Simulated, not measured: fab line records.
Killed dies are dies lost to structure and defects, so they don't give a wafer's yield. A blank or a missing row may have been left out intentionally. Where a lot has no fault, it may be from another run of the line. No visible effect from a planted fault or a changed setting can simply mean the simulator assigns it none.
fab line records	flow berkeley_cmos170
record: lots: 14	wafers: 42	last_day: 11
route steps=331 shown FIELD@91 GATE@140 PLDD@148
lots with no fault: from the same line, run without faults
start_h: the number of hours between the record's first day and the start of the first shown wafer of the lot	wait_h: hours from the lot's prior step to this one	" identical to the entry in the row above	L1.1+2: one row covering several wafers at once	- no value present, or no start provided	* or withheld: withheld	< > ~ a bound
route shown NAME@n: a module of which the file shows steps, and the number in the route of the first	usual: mean/standard deviation of fault-free wafers	same: alike in all rows	chamber/n: place in a boat	sites: per-site readings	_std_site: standard deviation of those values	_edge_site: mean of outer sites minus mean of inner sites	radius_mm: how far each site lies from the wafer's centre	mask NAME#n: copy n	behind: tool/chamber where the wafer was last shaped	hold: why the lot was held/for how many hours/how that ended	device: transistor that didn't switch, given as n, p or np	end of line: at the end of the route, the tests of the same wafers	for a step that has no rows: nothing shown but its recipe	killed: dies that structure and defects cost at the first sort, which is not the same as the wafer's yield	map: the dies of a wafer, with x for killed, . for not killed, _ for no die there
set.NAME: the setting the step ran with; set.NAME@STEP: the setting that earlier step ran with	model.NAME: the simulator's own value behind a step, which no gauge read
a sample of lots followed through the steps of the route, with each step as a table and each wafer as a row
services: the hour from which a tool's chamber was out of use, counted from the record's first day as start_h (under 0 if before that day), plus the number of hours and why
== steps ==
step: UCB170_FIELD_THK_MEAS_02
recipe: reads: SiO2_of_FIELD_OXIDATION_01
usual: FIELD_OXIDE_THK: 565/10
lot.wafer	tool	chamber	start_h	wait_h	FIELD_OXIDE_THK[nm]
L340.1	film_metro-02	-	102.79	0.0	555
L340.2	"	-	"	"	557
L340.5	"	-	"	"	566
L342.1	film_metro-04	-	102.79	0.0	557
L342.3	"	-	"	"	557
L342.6	"	-	"	"	549
L341.2	film_metro-01	-	102.80	0.0	569
L341.3	"	-	"	"	567
L341.4	"	-	"	"	563
L343.1	film_metro-04	-	107.38	0.0	580
L343.3	"	-	"	"	572
L343.4	"	-	"	"	577
L344.1	film_metro-02	-	115.01	0.0	560
L344.2	"	-	"	"	556
L344.4	"	-	"	"	561
L345.1	film_metro-04	-	115.01	0.0	575
L345.3	"	-	"	"	582
L345.4	"	-	"	"	570
L346.3	film_metro-04	-	123.35	0.0	572
L346.4	"	-	"	"	572
L346.5	"	-	"	"	572
L347.2	film_metro-01	-	123.36	0.0	564
L347.4	"	-	"	"	559
L347.6	"	-	"	"	570
L349.2	film_metro-04	-	142.65	0.0	556
L349.4	"	-	"	"	560
L349.6	"	-	"	"	551
L354.2	film_metro-04	-	153.56	0.0	568
L354.3	"	-	"	"	555
L354.5	"	-	"	"	549
L355.1	film_metro-04	-	171.70	0.0	563
L355.2	"	-	"	"	567
L355.5	"	-	"	"	559
L359.1	film_metro-01	-	177.55	0.0	573
L359.4	"	-	"	"	568
L359.5	"	-	"	"	568
L360.2	film_metro-02	-	177.56	0.0	556
L360.4	"	-	"	"	566
L360.6	"	-	"	"	561
L361.1	film_metro-02	-	189.23	0.0	570
L361.2	"	-	"	"	561
L361.4	"	-	"	"	563
step: UCB170_GATE_ETCH_14
recipe: chemistry: N2/H2	target_depth_a: withheld	overetch_a: withheld	target: BARC	time_s: withheld	source_w: 500	bias_w: 100	pressure_mtorr: 30	n2_flow_sccm: 100	h2_flow_sccm: 200
usual: drypump_motor_current_A: 5.6/0.48	oes_product_au: 1.010/0.017	throttle_valve_pct: 13.31/0.14
lot.wafer	tool	chamber	start_h	wait_h	drypump_motor_current_A	oes_product_au	throttle_valve_pct
L342.1	rie_diel-03	2	134.09	0.0	6.2	0.994	13.11
L342.3	"	1	"	"	5.4	1.046	13.42
L342.6	"	0	"	"	5.8	1.017	13.26
L340.1	rie_diel-02	3	134.24	0.0	6.4	0.997	13.43
L340.2	"	2	"	"	6.3	1.001	13.33
L340.5	"	1	"	"	4.7	0.984	13.25
L341.2	rie_diel-03	3	134.32	0.0	5.6	0.993	13.07
L341.3	"	1	"	"	5.4	1.034	13.42
L341.4	"	2	"	"	6.2	0.990	13.09
L343.1	rie_diel-04	0	140.20	0.0	5.4	1.004	13.47
L343.3	"	1	"	"	5.4	1.020	13.28
L343.4	"	1	"	"	5.4	1.028	13.32
L345.1	rie_diel-04	3	150.97	0.0	4.8	1.021	13.35
L345.3	"	0	"	"	5.4	0.990	13.46
L345.4	"	2	"	"	5.7	1.037	13.28
L344.1	rie_diel-03	0	151.13	0.0	5.8	1.007	13.27
L344.2	"	1	"	"	5.4	1.043	13.42
L344.4	"	3	"	"	5.5	0.997	13.10
L346.3	rie_diel-03	0	152.50	0.0	5.8	1.010	13.28
L346.4	"	1	"	"	5.4	1.051	13.41
L346.5	"	1	"	"	5.4	1.043	13.41
L347.2	rie_diel-02	2	152.75	0.0	6.3	1.004	13.32
L347.4	"	3	"	"	6.4	1.011	13.43
L347.6	"	0	"	"	6.2	1.011	13.56
L349.2	rie_diel-04	1	177.01	0.0	5.4	1.029	13.28
L349.4	"	0	"	"	5.4	0.989	13.48
L349.6	"	3	"	"	4.8	1.015	13.34
L354.2	rie_diel-04	3	189.46	0.0	4.9	1.033	13.34
L354.3	"	1	"	"	5.4	1.015	13.28
L354.5	"	3	"	"	4.8	1.012	13.34
L355.1	rie_diel-04	1	206.17	0.0	5.4	1.031	13.30
L355.2	"	0	"	"	5.4	0.993	13.48
L355.5	"	0	"	"	5.4	0.994	13.49
L359.1	rie_diel-02	0	208.80	0.0	6.2	1.004	13.57
L359.4	"	3	"	"	6.4	1.003	13.43
L359.5	"	0	"	"	6.2	1.008	13.58
L360.2	rie_diel-03	1	209.08	0.0	5.4	1.038	13.44
L360.4	"	2	"	"	6.2	1.003	13.11
L360.6	"	2	"	"	6.2	0.996	13.10
L361.1	rie_diel-03	1	226.08	0.0	5.4	1.041	13.43
L361.2	"	0	"	"	5.8	1.003	13.26
L361.4	"	3	"	"	5.6	1.004	13.10
step: UCB170_PLDD_EXPOSE_03
recipe: mask_id: PSELECT	na: 0.5	sigma_outer: 0.6	source_shape: conventional	target_cd_nm: 1200	dose_mj: 30
lot.wafer	tool	chamber	start_h	wait_h	mask
L342.1+3+6	krf_scanner-02	0	135.40	0.2	PSELECT#0
L340.1+2+5	krf_scanner-01	0	135.79	0.2	PSELECT#0
L341.2+3+4	krf_scanner-02	0	136.19	0.2	PSELECT#0
L343.1+3+4	krf_scanner-01	0	141.59	0.2	PSELECT#0
L345.1+3+4	krf_scanner-02	0	152.07	0.3	PSELECT#0
L344.1+2+4	krf_scanner-01	0	152.31	0.3	PSELECT#0
L346.3+4+5	krf_scanner-01	0	153.51	0.1	PSELECT#0
L347.2+4+6	krf_scanner-01	0	153.72	0.1	PSELECT#0
L349.2+4+6	krf_scanner-01	0	177.96	0.1	PSELECT#0
L354.2+3+5	krf_scanner-02	0	191.07	0.2	PSELECT#0
L355.1+2+5	krf_scanner-02	0	207.28	0.2	PSELECT#0
L359.1+4+5	krf_scanner-01	0	209.89	0.2	PSELECT#0
L360.2+4+6	krf_scanner-01	0	210.47	0.4	PSELECT#0
L361.1+2+4	krf_scanner-01	0	227.01	0.1	PSELECT#0
step: UCB170_PLDD_CD_MEAS_06
recipe: target_cd_nm: 1200
usual: cd_nm: 1199.6/1.5
lot.wafer	tool	chamber	start_h	wait_h	cd_nm
L342.1	cd_sem-02	-	136.44	-	1201.5
L342.3	"	-	"	"	1200.4
L342.6	"	-	"	"	1200.7
L340.1	cd_sem-01	-	137.04	-	1199.8
L340.2	"	-	"	"	1200.3
L340.5	"	-	"	"	1201.4
L341.2	cd_sem-02	-	137.14	-	1202.2
L341.3	"	-	"	"	1200.2
L341.4	"	-	"	"	1200.6
L343.1	cd_sem-02	-	142.02	-	1198.6
L343.3	"	-	"	"	1198.1
L343.4	"	-	"	"	1197.4
L345.1	cd_sem-02	-	152.62	-	1198.0
L345.3	"	-	"	"	1198.0
L345.4	"	-	"	"	1197.2
L344.1	cd_sem-02	-	152.74	-	1198.2
L344.2	"	-	"	"	1199.0
L344.4	"	-	"	"	1198.4
L346.3	cd_sem-02	-	154.01	-	1199.8
L346.4	"	-	"	"	1200.3
L346.5	"	-	"	"	1199.9
L347.2	cd_sem-01	-	154.27	-	1200.2
L347.4	"	-	"	"	1200.5
L347.6	"	-	"	"	1199.5
L349.2	cd_sem-01	-	178.35	-	1197.1
L349.4	"	-	"	"	1197.9
L349.6	"	-	"	"	1199.3
L354.2	cd_sem-02	-	191.50	-	1199.1
L354.3	"	-	"	"	1198.8
L354.5	"	-	"	"	1198.5
L355.1	cd_sem-02	-	207.88	-	1198.3
L355.2	"	-	"	"	1196.6
L355.5	"	-	"	"	1196.6
L359.1	cd_sem-02	-	210.28	-	1199.9
L359.4	"	-	"	"	1199.3
L359.5	"	-	"	"	1200.0
L360.2	cd_sem-02	-	210.86	-	1200.6
L360.4	"	-	"	"	1200.7
L360.6	"	-	"	"	1199.2
L361.1	cd_sem-02	-	227.41	-	1201.6
L361.2	"	-	"	"	1200.7
L361.4	"	-	"	"	1200.7
step: UCB170_PLDD_OVL_MEAS_07
usual: PLDD_OVL: -3/6
lot.wafer	tool	chamber	start_h	wait_h	PLDD_OVL[nm]
L342.1	overlay-02	-	136.56	0.1	2
L342.3	"	-	"	"	-2
L342.6	"	-	"	"	1
L340.1	overlay-02	-	137.16	0.1	-10
L340.2	"	-	"	"	-8
L340.5	"	-	"	"	-9
L341.2	overlay-01	-	137.24	0.1	-4
L341.3	"	-	"	"	-4
L341.4	"	-	"	"	1
L343.1	overlay-02	-	142.14	0.1	7
L343.3	"	-	"	"	5
L343.4	"	-	"	"	8
L345.1	overlay-01	-	152.74	0.1	-10
L345.3	"	-	"	"	-8
L345.4	"	-	"	"	-3
L344.1	overlay-02	-	152.86	0.1	2
L344.2	"	-	"	"	-4
L344.4	"	-	"	"	-3
L346.3	overlay-01	-	154.10	0.1	1
L346.4	"	-	"	"	-9
L346.5	"	-	"	"	-3
L347.2	overlay-02	-	154.37	0.1	-10
L347.4	"	-	"	"	-14
L347.6	"	-	"	"	-19
L349.2	overlay-01	-	178.46	0.1	-3
L349.4	"	-	"	"	-4
L349.6	"	-	"	"	1
L354.2	overlay-02	-	191.60	0.1	183
L354.3	"	-	"	"	185
L354.5	"	-	"	"	183
L355.1	overlay-01	-	208.00	0.1	173
L355.2	"	-	"	"	181
L355.5	"	-	"	"	176
L359.1	overlay-01	-	210.40	0.1	-5
L359.4	"	-	"	"	-4
L359.5	"	-	"	"	-7
L360.2	overlay-02	-	210.97	0.1	-14
L360.4	"	-	"	"	-12
L360.6	"	-	"	"	-11
L361.1	overlay-01	-	227.53	0.1	1
L361.2	"	-	"	"	-4
L361.4	"	-	"	"	5
== services ==
tool	chamber	start_h	hours	kind
krf_scanner-01	-	112.22	1.0	pm
krf_scanner-01	-	124.60	0.6	repair
krf_scanner-01	-	126.51	2.3	repair
rie_diel-04	3	136.74	13.7	repair
rie_diel-03	-	164.12	2.8	pm
rie_diel-03	2	175.44	14.5	repair
rie_diel-02	2	187.91	-	clean
rie_diel-02	2	187.91	29.6	scheduled_down
rie_diel-02	2	187.91	29.6	vent_cycle
krf_scanner-01	-	197.59	4.0	pm
krf_scanner-02	-	201.61	0.8	pm
krf_scanner-02	-	204.11	1.0	pm
krf_scanner-02	-	210.63	1.3	pm
krf_scanner-02	0	211.29	-	calibration
krf_scanner-01	-	225.48	0.8	pm
== key ==
first_sign: step: UCB170_PLDD_OVL_MEAS_07	reading: PLDD_OVL	direction: up	sigmas: 31	usual: -3	struck: 180
effect none on later readings
met_at UCB170_PLDD_EXPOSE_03
struck_lots L354,L355
tester_left_out L354,L355
not_acting_at UCB170_FIELD_THK_MEAS_02,UCB170_GATE_ETCH_14,UCB170_PLDD_CD_MEAS_06
onset_between 152.07 191.07
fault: kind: scanner_matching_overlay	tool: krf_scanner-02	chamber: -	onset_h: 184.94	steps: UCB170_PLDD_EXPOSE_03	offset: 180
tester_left_out: of these lots the tester's yield and bins aren't shown, on N5 and GAA mostly nor the transistor test; their killed dies are dies lost to structure and defects alone, not to doping, threshold or leakage, so they don't give the yield
